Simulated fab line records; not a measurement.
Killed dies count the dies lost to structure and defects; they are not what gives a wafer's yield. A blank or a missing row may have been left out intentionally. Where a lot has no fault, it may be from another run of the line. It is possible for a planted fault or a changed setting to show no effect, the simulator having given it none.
Matching of chambers | flow berkeley cmos170 | UCB170_V2_CMP_02 on cmp-02: 4 sister chambers
The step polishes SiO2. 4 wafers are shown with their chamber, then 7 later ones without.

== WAFERS WITH THEIR CHAMBER ==
wafer  | chamber | motor current A (A)
L605.3 | 0       | 15.3
L608.1 | 1       | 15.3
L615.1 | 2       | 14.0
L615.3 | 3       | 13.8

== WAFERS MISSING THEIR CHAMBER ==
wafer  | motor current A (A)
L615.4 | 15.9
L617.2 | 13.3
L617.4 | 16.6
L617.5 | 14.8
L622.1 | 14.0
L622.2 | 15.8
L622.5 | 14.2

== THE CHAMBER EACH PASSED THROUGH ==
wafer  | from the rows above               | in truth
L615.4 | can't be placed: 0 or 1           | 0
L617.2 | can't be placed: 3 or 2           | 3
L617.4 | can't be placed: 0 or 1           | 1
L617.5 | can't be placed: 0 or 1 or 2 or 3 | 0
L622.1 | can't be placed: 2 or 3           | 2
L622.2 | can't be placed: 0 or 1           | 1
L622.5 | can't be placed: 2 or 3 or 0 or 1 | 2
0 of 7 placed correctly. Can't be placed from these rows: 7 (the true chamber is among the candidates in 7). Placed wrongly: 0.
How it was worked out, from the rows above alone: a wafer's distance from a chamber is the root of the sum, over the readings, of the square of ((its reading less the chamber's mean) divided by the reading's scatter). If the next closest chamber is less than 2 further off than the closest, the wafer can't be placed; otherwise it belongs to the closest. Each chamber's mean is taken over the wafers shown for it. The scatter: root of mean squared gap, hidden wafer to nearest shown wafer, with one shown wafer a chamber.
